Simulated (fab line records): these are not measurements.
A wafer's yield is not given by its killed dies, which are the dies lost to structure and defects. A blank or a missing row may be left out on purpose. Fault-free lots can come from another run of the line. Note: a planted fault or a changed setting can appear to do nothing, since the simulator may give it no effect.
fab line records	flow berkeley-cmos170
[record] lots = 7	wafers = 21	last-day = 12
route steps=331 shown M3@315
lots that met no fault: from a run of the same line without faults
start-h: hours from the record's first day to the start of the lot's first wafer shown	wait-h: how many hours have passed since the lot's step before this one	" as in the row above	L1.1+2: one row covering several wafers at once	- either no value or no given start	* or withheld: withheld	< > ~ a bound
route shown NAME@n: names a module that has steps shown in the file, with the first one's number in the route	usual: the fault-free wafers' mean and standard deviation	same: alike in all rows	chamber/n: place in a boat	sites: each site's reading	_std_site: standard deviation across them	_edge_site: mean of outer sites minus mean of inner sites	radius-mm: how far each site lies from the wafer's centre	mask NAME#n: copy n	behind: the last tool/chamber to shape the wafer	hold: reason for holding the lot/hours on hold/outcome of the hold	device: whichever transistor did not switch (one of n, p or np)	end of line: the same wafers' tests at the end of the route	a step with no rows: only its recipe	killed: dies lost to structure and defects at the first sort, not the wafer's yield	map: the dies of a wafer, with x for killed, . for not killed, _ for no die there
set.NAME: the setting as run; set.NAME@STEP: as run at that earlier step	model.NAME: the simulator's own value behind a step, which no gauge read
lots at selected steps of the route; one table per step, one row per wafer
services: when a tool's chamber went out of use (start-h, in hours from the record's first day, below 0 if earlier), for how many hours, and the reason
[[steps]]
[step UCB170_M3_SOFTBAKE_06]
[recipe] resist = KrF	temp-c = 130	time-s = 60
[step UCB170_M3_STRIP_07]
[recipe] chemistry = O2	power-w = 400	pressure-mtorr = 3500	platen-temp-c = withheld	o2-flow-sccm = 400	overash-fraction = 0.5
[usual] chamber-pressure-mTorr = 3500/3.4	drypump-motor-current-A = 5.5/0.45	oes-product-au = 0.735/0.0041	strip-time-to-endpoint-s = 21.96/0.062
lot.wafer	tool	chamber	start-h	wait-h	chamber-pressure-mTorr	drypump-motor-current-A	oes-product-au	rf-hours-counter-h	strip-time-to-endpoint-s
L467.1	plasma-asher-04	1	161.48	0.1	3500	5.7	0.733	37	21.98
L467.3	"	1	"	"	3504	5.7	0.735	-	21.94
L467.5	"	0	"	"	3497	5.6	0.734	-	22.01
L468.1	plasma-asher-04	0	170.32	0.1	3503	5.6	0.738	38	21.96
L468.5	"	0	"	"	3497	5.6	0.735	-	21.90
L468.6	"	1	"	"	3505	5.7	0.734	-	21.93
L475.1	plasma-asher-03	0	213.34	0.1	3499	5.7	0.729	50	22.01
L475.3	"	1	"	"	3500	5.6	0.738	-	21.97
L475.6	"	1	"	"	3496	5.6	0.733	-	22.04
L476.3	plasma-asher-02	1	214.14	0.1	3498	4.6	0.737	-	21.99
L476.4	"	0	"	"	3497	5.9	0.734	-	22.04
L476.5	"	1	"	"	3501	4.6	0.734	-	21.96
L480.3	plasma-asher-02	0	227.31	0.1	3503	5.9	0.736	-	21.90
L480.4	"	1	"	"	3502	4.6	0.734	-	21.88
L480.6	"	0	"	"	3508	5.9	0.730	-	21.93
L481.1	plasma-asher-02	0	241.28	0.1	3503	5.9	0.741	13	21.93
L481.2	"	1	"	"	3503	4.6	0.739	13	21.91
L481.5	"	0	"	"	3502	5.9	0.737	-	21.91
L488.1	plasma-asher-02	0	284.38	0.1	3499	5.9	0.733	18	21.99
L488.2	"	1	"	"	3501	4.6	0.738	18	22.00
L488.5	"	1	"	"	3502	4.6	0.738	-	21.96
[step UCB170_M3_STRIP_08]
[recipe] chemistry = DMSO	temp-c = 80	time-s = 600	material = KrF
[step UCB170_M3_COAT_09]
[recipe] resist = BARC	temp-c = withheld	time-s = withheld	spin-rpm = 3000	resist-thk-nm = withheld
[step UCB170_M3_COAT_10]
[recipe] resist = KrF	spin-rpm = 1500	resist-thk-nm = 900
[step UCB170_M3_SOFTBAKE_11]
[recipe] resist = KrF	temp-c = 130	time-s = 60
[step UCB170_M3_EXPOSE_12]
[recipe] mask-id = METAL3	target-cd-nm = 700	na = 0.5	sigma-outer = 0.6	source-shape = conventional	dose-mj = 26
[step UCB170_M3_PEB_13]
[recipe] peb-temp-c = 130	peb-time-s = withheld	resist = KrF
[step UCB170_M3_DEVELOP_14]
[recipe] developer = TMAH	develop-time-s = 46.53	resist = KrF	dev-temp-c = 21
[step UCB170_M3_CD_MEAS_15]
[recipe] target-cd-nm = 700
[usual] cd-nm = 699.7/1.5
lot.wafer	tool	chamber	start-h	wait-h	cd-nm
L467.1	cd-sem-01	-	163.14	-	701.0
L467.3	"	-	"	"	701.8
L467.5	"	-	"	"	701.0
L468.1	cd-sem-01	-	172.32	-	699.0
L468.5	"	-	"	"	697.1
L468.6	"	-	"	"	698.2
L475.1	cd-sem-02	-	214.73	-	699.5
L475.3	"	-	"	"	698.5
L475.6	"	-	"	"	699.9
L476.3	cd-sem-01	-	215.55	-	699.6
L476.4	"	-	"	"	698.9
L476.5	"	-	"	"	698.6
L480.3	cd-sem-02	-	228.73	-	699.5
L480.4	"	-	"	"	700.6
L480.6	"	-	"	"	699.5
L481.1	cd-sem-02	-	242.67	-	699.3
L481.2	"	-	"	"	697.4
L481.5	"	-	"	"	698.3
L488.1	cd-sem-01	-	289.41	-	700.1
L488.2	"	-	"	"	700.8
L488.5	"	-	"	"	701.3
[step UCB170_M3_OVL_MEAS_16]
[usual] M3_OVL = 2/5.1
lot.wafer	tool	chamber	start-h	wait-h	M3_OVL[nm]
L467.1	overlay-01	-	163.26	0.1	10
L467.3	"	-	"	"	-3
L467.5	"	-	"	"	3
L468.1	overlay-02	-	172.44	0.1	8
L468.5	"	-	"	"	5
L468.6	"	-	"	"	10
L475.1	overlay-02	-	214.85	0.1	2
L475.3	"	-	"	"	8
L475.6	"	-	"	"	0
L476.3	overlay-01	-	215.64	0.1	-4
L476.4	"	-	"	"	-2
L476.5	"	-	"	"	4
L480.3	overlay-02	-	228.82	0.1	-8
L480.4	"	-	"	"	-5
L480.6	"	-	"	"	2
L481.1	overlay-01	-	242.79	0.1	8
L481.2	"	-	"	"	-1
L481.5	"	-	"	"	2
L488.1	overlay-02	-	289.53	0.1	-4
L488.2	"	-	"	"	8
L488.5	"	-	"	"	4
[step UCB170_M3_ETCH_17]
[recipe] chemistry = N2/H2	target-depth-a = withheld	overetch-a = withheld	target = BARC	time-s = withheld	source-w = 500	bias-w = 100	pressure-mtorr = 30	n2-flow-sccm = 100	h2-flow-sccm = 200
[usual] chamber-pressure-mTorr = 30.000/0.025	drypump-motor-current-A = 5.6/0.51	n2-flow-sccm = 100.0/0.32	oes-product-au = 1.000/0.025	throttle-valve-pct = 13.30/0.19
lot.wafer	tool	chamber	start-h	wait-h	chamber-pressure-mTorr	drypump-motor-current-A	n2-flow-sccm	oes-product-au	throttle-valve-pct
L467.1	rie-diel-02	3	163.30	0.0	29.978	6.4	100.7	0.979	13.54
L467.3	"	0	"	"	30.014	6.0	100.2	1.035	13.20
L467.5	"	2	"	"	29.964	5.0	99.8	0.996	13.45
L468.1	rie-diel-01	2	172.48	0.0	29.983	5.3	100.1	1.038	13.34
L468.5	"	0	"	"	30.026	5.0	100.3	0.961	13.61
L468.6	"	3	"	"	30.040	6.1	99.3	1.036	13.15
L475.1	rie-diel-01	1	214.88	0.0	29.972	5.9	99.5	0.991	13.01
L475.3	"	2	"	"	29.991	5.3	99.9	1.061	13.33
L475.6	"	0	"	"	29.992	4.9	99.8	0.985	13.62
L476.3	rie-diel-03	2	215.67	0.0	29.999	6.0	99.8	0.984	13.25
L476.4	"	3	"	"	29.998	6.3	99.5	1.034	13.27
L476.5	"	1	"	"	29.979	4.9	99.7	0.990	13.33
L480.3	rie-diel-01	3	228.85	0.0	29.993	6.1	100.2	1.017	13.16
L480.4	"	0	"	"	30.026	4.9	100.4	0.961	13.63
L480.6	"	0	"	"	30.011	5.0	100.8	0.966	13.62
L481.1	rie-diel-03	1	242.83	0.0	30.008	4.9	100.0	0.984	13.32
L481.2	"	2	"	"	29.998	6.0	100.2	0.979	13.28
L481.5	"	1	"	"	29.981	4.9	100.1	0.976	13.32
L488.1	rie-diel-03	3	289.57	0.0	30.009	6.3	100.3	1.027	13.27
L488.2	"	0	"	"	29.977	5.5	100.2	1.008	12.95
L488.5	"	0	"	"	29.998	5.5	100.2	1.005	12.98
[step UCB170_M3_METAL_ETCH_18]
[recipe] chemistry = Cl2/BCl3	target = Al	stop-on = SiO2	pressure-mtorr = 12	target-depth-a = 11700	over-etch-frac = 0.3	time-s = 195	icp-w = 600	bias-w = 120	Cl2_flow_sccm = 90	bcl3-flow-sccm = 45
[usual] chamber-pressure-mTorr = 11.999/0.011	drypump-motor-current-A = 5.6/0.64	oes-product-au = 0.857/0.012	run-length-s = 223.4/0.43	throttle-valve-pct = 24.3/0.31
lot.wafer	tool	chamber	start-h	wait-h	chamber-pressure-mTorr	drypump-motor-current-A	oes-product-au	rf-hours-counter-h	run-length-s	throttle-valve-pct	model.M3.feature-depth-nm	model.etch.depth-nm	model.KrF_of_M3_COAT_10.thk-nm
L467.1	rie-metal-04	1	163.34	-	11.994	6.7	0.855	2.1	222.8	23.8	960.3	907.7	258.5
L467.3	"	0	"	"	12.001	5.1	0.850	-	223.0	24.8	958.2	899.1	184.5
L467.5	"	0	"	"	11.999	5.1	0.860	-	223.2	24.8	966.5	907.5	185.6
L468.1	rie-metal-03	0	172.52	-	12.014	5.7	0.877	1.9	223.1	24.3	963.7	907	212.2
L468.5	"	1	"	"	12.004	4.7	0.855	-	223.6	24.3	965	910.7	227.4
L468.6	"	0	"	"	12.011	5.7	0.865	-	223.0	24.3	949.4	892.4	208.1
L475.1	rie-metal-04	0	214.93	-	11.999	5.1	0.849	9.7	223.0	24.8	956.5	897.5	189.6
L475.3	"	0	"	"	12.000	5.1	0.845	-	223.0	24.8	950	891	189.5
L475.6	"	1	"	"	11.995	6.7	0.850	-	222.7	23.8	954.8	902.5	255.9
L476.3	rie-metal-03	0	215.77	-	12.012	5.7	1.012	-	81.1	24.3	309	309	707.6
L476.4	"	1	"	"	12.015	4.7	0.963	-	81.6	24.3	298.8	298.8	711
L476.5	"	0	"	"	12.005	5.7	1.003	-	81.2	24.3	310.6	310.6	703
L480.3	rie-metal-03	0	228.95	-	12.024	5.7	1.009	-	80.6	24.2	310.7	310.7	704.9
L480.4	"	1	"	"	12.008	4.7	0.973	-	81.3	24.3	301	301	710.9
L480.6	"	1	"	"	11.996	4.7	0.941	-	81.1	24.3	300.3	300.3	707.3
L481.1	rie-metal-03	1	242.87	-	11.968	4.7	0.974	6.3	81.4	24.3	301.9	301.9	714.7
L481.2	"	0	"	"	11.998	5.7	1.007	3.7	81.1	24.2	312.4	312.4	706.8
L481.5	"	0	"	"	11.977	5.7	1.005	-	80.9	24.2	312.1	312.1	708.5
L488.1	rie-metal-04	0	289.61	-	12.009	5.1	0.855	11.6	223.4	24.8	964.2	905.2	197.2
L488.2	"	1	"	"	11.993	6.7	0.849	5.5	222.6	23.8	955.1	902.1	252.7
L488.5	"	1	"	"	12.007	6.7	0.849	-	222.5	23.8	951.5	898.6	255.8
[step UCB170_M3_STRIP_19]
[recipe] chemistry = O2	power-w = 400	pressure-mtorr = 3500	platen-temp-c = withheld	o2-flow-sccm = 400	overash-fraction = 0.5
[usual] chamber-pressure-mTorr = 3500/3.2	drypump-motor-current-A = 5.5/0.47	oes-product-au = 0.554/0.026
lot.wafer	tool	chamber	start-h	wait-h	chamber-pressure-mTorr	drypump-motor-current-A	oes-product-au	rf-hours-counter-h
L467.1	plasma-asher-02	0	163.53	0.1	3505	5.9	0.593	6
L467.3	"	0	"	"	3506	5.9	0.513	-
L467.5	"	0	"	"	3497	5.9	0.514	-
L468.1	plasma-asher-04	1	172.71	0.1	3504	5.7	0.545	38
L468.5	"	0	"	"	3499	5.6	0.560	-
L468.6	"	1	"	"	3498	5.7	0.542	-
L475.1	plasma-asher-02	0	215.11	0.1	3504	5.9	0.517	11
L475.3	"	1	"	"	3495	4.6	0.519	-
L475.6	"	1	"	"	3506	4.6	0.588	-
L476.3	plasma-asher-02	1	215.93	0.1	3498	4.6	0.721	-
L476.4	"	0	"	"	3496	5.9	0.733	-
L476.5	"	1	"	"	3505	4.6	0.729	-
L480.3	plasma-asher-02	1	229.11	0.1	3504	4.6	0.725	-
L480.4	"	0	"	"	3500	5.9	0.724	-
L480.6	"	0	"	"	3503	5.9	0.730	-
L481.1	plasma-asher-04	1	243.06	0.2	3499	5.7	0.734	45
L481.2	"	0	"	"	3506	5.6	0.723	45
L481.5	"	1	"	"	3505	5.7	0.720	-
L488.1	plasma-asher-02	0	289.80	0.1	3498	5.9	0.532	19
L488.2	"	1	"	"	3498	4.6	0.586	19
L488.5	"	0	"	"	3499	5.9	0.582	-
[step UCB170_M3_CD_MEAS_90]
[recipe] target-cd-nm = 700
[usual] cd-nm = 702/4.4
lot.wafer	tool	chamber	start-h	wait-h	cd-nm
L467.1	cd-sem-02	-	163.63	0.1	703
L467.3	"	-	"	"	701
L467.5	"	-	"	"	704
L468.1	cd-sem-02	-	172.87	0.1	706
L468.5	"	-	"	"	703
L468.6	"	-	"	"	706
L475.1	cd-sem-02	-	215.21	0.1	698
L475.3	"	-	"	"	699
L475.6	"	-	"	"	700
L476.3	cd-sem-02	-	216.12	0.2	745
L476.4	"	-	"	"	742
L476.5	"	-	"	"	745
L480.3	cd-sem-01	-	229.21	0.1	741
L480.4	"	-	"	"	739
L480.6	"	-	"	"	739
L481.1	cd-sem-02	-	243.16	0.1	736
L481.2	"	-	"	"	736
L481.5	"	-	"	"	737
L488.1	cd-sem-01	-	290.06	0.2	700
L488.2	"	-	"	"	702
L488.5	"	-	"	"	700
[step UCB170_M3_BOW_MEAS_20]
[recipe] mode = bow
[usual] M3_BOW = 37/7.2
lot.wafer	tool	chamber	start-h	wait-h	M3_BOW[um]
L467.1	film-metro-02	-	163.75	0.1	28
L467.3	"	-	"	"	30
L467.5	"	-	"	"	44
L468.1	film-metro-03	-	172.99	0.1	39
L468.5	"	-	"	"	27
L468.6	"	-	"	"	23
L475.1	film-metro-03	-	215.33	0.1	25
L475.3	"	-	"	"	45
L475.6	"	-	"	"	36
L476.3	film-metro-03	-	216.24	0.1	61
L476.4	"	-	"	"	43
L476.5	"	-	"	"	40
L480.3	film-metro-01	-	229.33	0.1	44
L480.4	"	-	"	"	39
L480.6	"	-	"	"	43
L481.1	film-metro-03	-	243.28	0.1	34
L481.2	"	-	"	"	44
L481.5	"	-	"	"	36
L488.1	film-metro-01	-	290.18	0.1	41
L488.2	"	-	"	"	38
L488.5	"	-	"	"	34
[step UCB170_M3_PROBE_99]
lot.wafer	tool	chamber	start-h	wait-h	model.etest.antenna-m2.short	model.etest.antenna-m3.short	model.etest.antenna-m2.over-limit	model.etest.antenna-m3.over-limit
L467.1+3+5	prober-02	-	163.87	0.1	0	0	0	0
L468.1+5+6	prober-01	-	173.11	0.1	0	0	0	0
L475.1	prober-02	-	215.45	0.1	0	0	0	0
L476.4+5	prober-02	-	216.47	0.2	1	1	1	1
L480.3+4+6	prober-01	-	229.51	0.2	1	1	1	1
L481.1+2	prober-02	-	243.40	0.1	1	1	1	1
L488.1+5	prober-01	-	290.30	0.1	0	0	0	0
// killed by level:class
L467.1 SACOX:geometric-particle:open=1 GATE:geometric-particle:short=1 GATE:geometric-particle:open=1 CONTACT:geometric-particle:short=1 M1:geometric-particle:open=1 M3:geometric-particle:short=1
L467.3 SCREENOX:geometric-particle:open=2 WELLDRIVE:geometric-particle:short=1 M1:geometric-particle:short=1
L467.5 FIELD:geometric-particle:open=1 SCREENOX:geometric-particle:short=1 SPACER:geometric-particle:short=1 CONTACT:geometric-particle:short=1
L468.1 GATE:geometric-particle:open=1 GATE:geometric-particle:short=1 SILICIDE:geometric-particle:open=1
L468.5 FIELD:geometric-particle:short=1 GATE:geometric-particle:open=1 GATE:geometric-particle:short=1 SILICIDE:geometric-particle:open=1 V1:geometric-particle:short=1
L468.6 FIELD:geometric-particle:short=1 SCREENOX:geometric-particle:short=1 GATE:geometric-particle:open=1 M1:geometric-particle:short=1 V1:geometric-particle:short=1 M3:geometric-particle:short=1
L475.1 NWELL:area-etch=3 SILICIDE:geometric-particle:open=1 V1:geometric-particle:short=1 ACTIVE:coat-microbubble-printed=1
L488.1 SPACER:geometric-particle:open=2 V1:geometric-particle:short=1 NWELL:area-etch=1
L488.5 GATE:geometric-particle:short=1 SILICIDE:geometric-particle:short=1 ACTIVE:area-etch=1
[[services]]
tool	chamber	start-h	hours	kind
rie-diel-02	0	153.53	7.5	repair
rie-diel-01	2	203.79	6.1	repair
rie-metal-03	-	209.66	2.8	pm
plasma-asher-02	-	233.37	1.1	repair
plasma-asher-03	-	244.86	4.8	repair
plasma-asher-03	-	260.87	0.9	repair
rie-diel-02	-	262.42	2.8	pm
rie-diel-02	3	266.05	4.8	repair
[[key]]
[first-sign] step = UCB170_M3_METAL_ETCH_18	reading = run-length-s	direction = down	sigmas = 99+	usual = *	struck = *
[effect] step = UCB170_M3_METAL_ETCH_18	reading = oes-product-au	direction = up	sigmas = 11	usual = 0.857	struck = 0.987
[effect] step = UCB170_M3_STRIP_19	reading = oes-product-au	direction = up	sigmas = 6.8	usual = 0.554	struck = 0.727
[effect] step = UCB170_M3_CD_MEAS_90	reading = cd-nm	direction = up	sigmas = 8.6	usual = 702	struck = 740
[model-effect] step = UCB170_M3_METAL_ETCH_18	value = M3.feature-depth-nm	without = 956.8	struck = 306.3
[model-effect] step = UCB170_M3_PROBE_99	value = etest.antenna-m2.short	without = 0	struck = 1
met-at UCB170_M3_METAL_ETCH_18
struck-wafers L476.3,L476.4,L476.5,L480.3,L480.4,L480.6,L481.1,L481.2,L481.5
later-rows-left-out L476.4,L476.5,L480.3,L480.4,L480.6,L481.1,L481.2
sort-left-out L476.3,L476.4,L476.5,L480.3,L480.4,L480.6,L481.1,L481.2,L481.5
onset-between 172.52 215.77
[fault] kind = process-parameter-drift	tool = rie-metal-03	chamber = -	onset-h = 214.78	steps = UCB170_M3_METAL_ETCH_18	channel = time-s	offset = *	shape = step	end-h = 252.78	acts-in = *	stated = *
// sort-left-out: the simulated sort isn't trusted on such a fault, so these wafers' sort isn't shown, and their yield isn't known
// later-rows-left-out: the simulator's readings of these wafers behind a module that went badly wrong aren't trusted and aren't shown, but for the sort
